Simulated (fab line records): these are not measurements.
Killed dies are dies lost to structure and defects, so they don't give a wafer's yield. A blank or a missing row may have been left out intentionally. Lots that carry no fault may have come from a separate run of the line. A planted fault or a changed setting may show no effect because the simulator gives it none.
The tool behind it: which one? + flow rit_cmos + 14 lots with 42 wafers sampled at 3 steps, on a route of 202 steps

## WHAT THE GAUGES READ, wafer by wafer
RIT_WELLDRIVE_RS_MEAS_01: measures by four-point-probe.
| lot  | measured    | on            | NWELL_RS (ohm/sq) |
|------|-------------|---------------|-------------------|
| L635 | day 2 06:34 | film_metro-01 | 276.4 276.0 276.0 |
| L636 | day 2 11:40 | film_metro-01 | 276.5 275.1 275.1 |
| L640 | day 3 08:03 | film_metro-04 | 274.7 274.6 275.1 |
| L641 | day 3 12:10 | film_metro-01 | 275.2 275.8 275.4 |
| L642 | day 3 15:50 | film_metro-04 | 251.3 251.7 251.4 |
| L643 | day 3 22:53 | film_metro-04 | 253.9 254.0 253.2 |
| L644 | day 4 05:06 | film_metro-02 | 274.9 274.3 275.1 |
| L649 | day 5 06:26 | film_metro-02 | 275.2 274.9 275.4 |
| L650 | day 5 08:20 | film_metro-01 | 275.5 275.1 276.3 |
| L651 | day 5 15:25 | film_metro-02 | 274.9 275.1 275.0 |
| L654 | day 6 04:29 | film_metro-04 | 275.7 275.7 276.4 |
| L655 | day 6 10:02 | film_metro-01 | 275.9 275.7 276.1 |
| L657 | day 6 18:10 | film_metro-01 | 274.9 275.5 275.6 |
| L658 | day 7 00:55 | film_metro-02 | 275.5 275.1 275.6 |

RIT_WELLDRIVE_RS_MEAS_02: measures by four-point-probe.
| lot  | measured    | on            | PWELL_RS (ohm/sq) |
|------|-------------|---------------|-------------------|
| L635 | day 2 06:41 | film_metro-01 | 430.2 429.6 428.9 |
| L636 | day 2 11:47 | film_metro-01 | 429.3 429.7 428.6 |
| L640 | day 3 08:10 | film_metro-04 | 430.2 430.6 430.7 |
| L641 | day 3 12:17 | film_metro-01 | 428.6 430.6 429.4 |
| L642 | day 3 15:58 | film_metro-04 | 404.6 402.4 403.6 |
| L643 | day 3 23:01 | film_metro-04 | 403.5 404.4 404.6 |
| L644 | day 4 05:13 | film_metro-02 | 428.4 430.5 428.8 |
| L649 | day 5 06:33 | film_metro-02 | 428.6 429.1 428.9 |
| L650 | day 5 08:27 | film_metro-01 | 430.8 429.8 430.7 |
| L651 | day 5 15:32 | film_metro-02 | 429.8 430.2 429.2 |
| L654 | day 6 04:37 | film_metro-04 | 429.8 429.8 429.4 |
| L655 | day 6 10:09 | film_metro-01 | 429.0 429.5 429.8 |
| L657 | day 6 18:17 | film_metro-01 | 428.0 429.1 428.9 |
| L658 | day 7 01:02 | film_metro-02 | 430.5 429.5 430.5 |

## WHICH TOOL RAN EACH LOT (tool, then ch and the chambers of the sampled wafers, then the start)
| lot  | RIT_WELLDRIVE_ANNEAL_00      |
|------|------------------------------|
| L635 | furnace-03 ch 0, day 2 01:29 |
| L636 | furnace-03 ch 0, day 2 06:34 |
| L640 | furnace-04 ch 0, day 3 02:55 |
| L641 | furnace-03 ch 0, day 3 07:05 |
| L642 | furnace-01 ch 0, day 3 10:43 |
| L643 | furnace-01 ch 0, day 3 17:47 |
| L644 | furnace-04 ch 0, day 4 00:01 |
| L649 | furnace-04 ch 0, day 5 01:20 |
| L650 | furnace-03 ch 0, day 5 03:15 |
| L651 | furnace-03 ch 0, day 5 10:20 |
| L654 | furnace-04 ch 0, day 5 23:22 |
| L655 | furnace-04 ch 0, day 6 04:56 |
| L657 | furnace-01 ch 0, day 6 13:04 |
| L658 | furnace-01 ch 0, day 6 19:50 |
- RIT_WELLDRIVE_ANNEAL_00: time 14700 s.

## WHAT THE TOOLS THEMSELVES READ (means of the sampled wafers that have a number; where no wafer has one, the mark that the record gives instead)
RIT_WELLDRIVE_ANNEAL_00.
| lot  | tool       | spike_tc_centre_C (C) | spike_tc_load_C (C) | spike_tc_source_C (C) | tube_center_temp_C (C) | tube_center_temp_C_max | zone_power_load_pct (%) |
|------|------------|-----------------------|---------------------|-----------------------|------------------------|------------------------|-------------------------|
| L635 | furnace-03 | 1102.7                | 1127.5              | 1126.4                | 1100                   | 1102.8                 | 44.6                    |
| L636 | furnace-03 | 1102.6                | 1127.6              | 1127.7                | 1100                   | 1102.7                 | 44.1                    |
| L640 | furnace-04 | 1101.3                | 1129.8              | 1130.7                | 1100                   | 1103.0                 | 42.5                    |
| L641 | furnace-03 | 1103.2                | 1127.7              | 1127.7                | 1100                   | 1102.2                 | 44.2                    |
| L642 | furnace-01 | 1124.3                | 1153.7              | 1150.5                | 1122                   | 1124.9                 | 49.5                    |
| L643 | furnace-01 | 1124.7                | 1154.4              | 1149.6                | 1122                   | 1124.7                 | 49.6                    |
| L644 | furnace-04 | 1103.2                | 1128.6              | 1131.5                | 1100                   | 1102.7                 | 41.8                    |
| L649 | furnace-04 | 1102.1                | 1128.4              | 1131.7                | 1100                   | 1103.1                 | 42.2                    |
| L650 | furnace-03 | 1102.9                | 1128.1              | 1127.4                | 1100                   | 1103.0                 | 44.2                    |
| L651 | furnace-03 | 1102.3                | 1127.3              | 1127.1                | 1100                   | 1102.9                 | 44.2                    |
| L654 | furnace-04 | 1102.0                | 1128.2              | 1131.5                | 1100                   | 1102.6                 | 42.0                    |
| L655 | furnace-04 | 1103.0                | 1128.6              | 1131.4                | 1100                   | 1102.5                 | 42.3                    |
| L657 | furnace-01 | 1103.2                | 1130.3              | 1127.8                | 1100                   | 1103.2                 | 47.5                    |
| L658 | furnace-01 | 1101.8                | 1130.5              | 1128.1                | 1100                   | 1102.6                 | 47.9                    |

## THE ANSWER, worked out from the rows above alone
Rule: the lots themselves supply what counts as usual. The widest of any qualifying gaps counts: lots, ordered by their means at a reading, are off when they make up no more than a third of the lots, leave a main group of 4 or more, and stand apart from it by 3 or more times the standard deviation of that group's means. A main group is skipped when, at the precision printed for the reading in the tables above, its means are all equal. A lot without any number at a reading at which 4 lots or more have one is off too. All remaining lots with rows at the step are treated as sound. First the gauges in route order, then the tools' own readings, where a lot's mean is used as printed above. At the first step where some lot is off, the reading lying furthest off is the one used; lots without a number count as furthest.
Off: L642, L643, seen at RIT_WELLDRIVE_RS_MEAS_01 (NWELL_RS). Main group: mean 275.4 ohm/sq, sd 0.42.
If a tool, at a process step before that reading, ran all the lots that are off and no sound lot after the first of them, it fits. Not tried: the gauges at RIT_WELLDRIVE_RS_MEAS_01; whatever is off there is also off at RIT_WELLDRIVE_ANNEAL_00, on other tools, and gauge error can't account for it. None of those tried fits.

## WHAT WAS PUT IN BY THE SIMULATOR
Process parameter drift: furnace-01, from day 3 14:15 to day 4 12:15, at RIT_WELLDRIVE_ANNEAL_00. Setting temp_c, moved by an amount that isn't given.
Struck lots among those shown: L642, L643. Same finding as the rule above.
